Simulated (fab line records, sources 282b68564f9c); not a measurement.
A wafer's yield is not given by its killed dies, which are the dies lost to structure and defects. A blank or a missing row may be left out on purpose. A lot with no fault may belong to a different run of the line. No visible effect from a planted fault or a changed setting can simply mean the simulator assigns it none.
The same fault as seen by 2 desks -- flow ritCmos -- each desk has only its own numbers; what lay behind them comes last

## FROM THE METROLOGY DESK
Lot by lot, what the gauges showed, no matter which tool ran the lot: averages of those sampled wafers that carry a number. If a lot's mean is further than 4 standard deviations from the usual mean, the lot is out of limits and carries the mark OUT (the distance appears in the brackets).
Columns: A = ACTIVE_OXIDE_THK at RIT_ACTIVE_THK_MEAS_02, usual 46.6 nm
lot,first seen here,A
L299,day 1 14:24,46.0
L300,day 1 22:40,46.9
L301,day 1 22:40,46.5
L302,day 2 03:25,46.3
L304,day 2 13:03,47.6
L305,day 2 18:03,47.2
L308,day 3 09:56,60.8 (+18) OUT
L310,day 3 21:47,60.5 (+17) OUT
L311,day 4 00:03,47.2
L313,day 4 11:04,61.1 (+18) OUT
L318,day 5 12:27,46.2
L319,day 5 16:04,47.1
L320,day 5 21:39,46.0
L321,day 6 02:04,47.3
L322,day 6 08:44,46.1
Per this desk, out of limits: L308, L310, L313; the first was L308, day 3 09:56 (ACTIVE_OXIDE_THK at RIT_ACTIVE_THK_MEAS_02). Within limits: L299, L300, L301, L302, L304, L305, L311, L318, L319, L320, L321, L322.

## AT THE TOOL OWNER'S DESK: furnace-01
The tool's own readings at RIT_ACTIVE_OXIDATION_01 (target thk 46.8 nm, ox time 3360 s): means of the sampled wafers that have a number, for each lot that ran on this tool. If a lot's mean is further than 4 standard deviations from the usual mean, the lot is out of limits and carries the mark OUT (the distance appears in the brackets).
Columns: A = zonePowerLoadPct at RIT_ACTIVE_OXIDATION_01, usual 34.4 %; B = zonePowerSourcePct at RIT_ACTIVE_OXIDATION_01, usual 34.0 %
lot,first seen here,A,B
L300,day 1 20:44,33.4,34.8
L301,day 1 20:44,33.6,34.1
L304,day 2 11:07,33.5,34.8
L305,day 2 16:07,33.4,34.7
L308,day 3 08:01,33.6,34.8
L310,day 3 19:49,33.8,34.9
L313,day 4 09:08,33.4,34.8
Result from this desk: across the 7 lots, nothing is out of limits.

## ALL TOGETHER
Metrology desk: alarm possible at day 3 09:56 on L308, L310, L313.
Nothing out of limits was seen by the tool owner's desk.
On record at the tool owner's desk: L308, L310, L313, within its limits.
Every lot named ran RIT_ACTIVE_OXIDATION_01 on furnace-01.

## WHAT WAS PUT IN BY THE SIMULATOR
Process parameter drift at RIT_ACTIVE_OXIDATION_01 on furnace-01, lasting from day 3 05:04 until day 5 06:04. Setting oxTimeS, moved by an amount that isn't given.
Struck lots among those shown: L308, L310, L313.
Delay in hours, fault start to first out-of-limits reading, per desk: metrology desk 5.
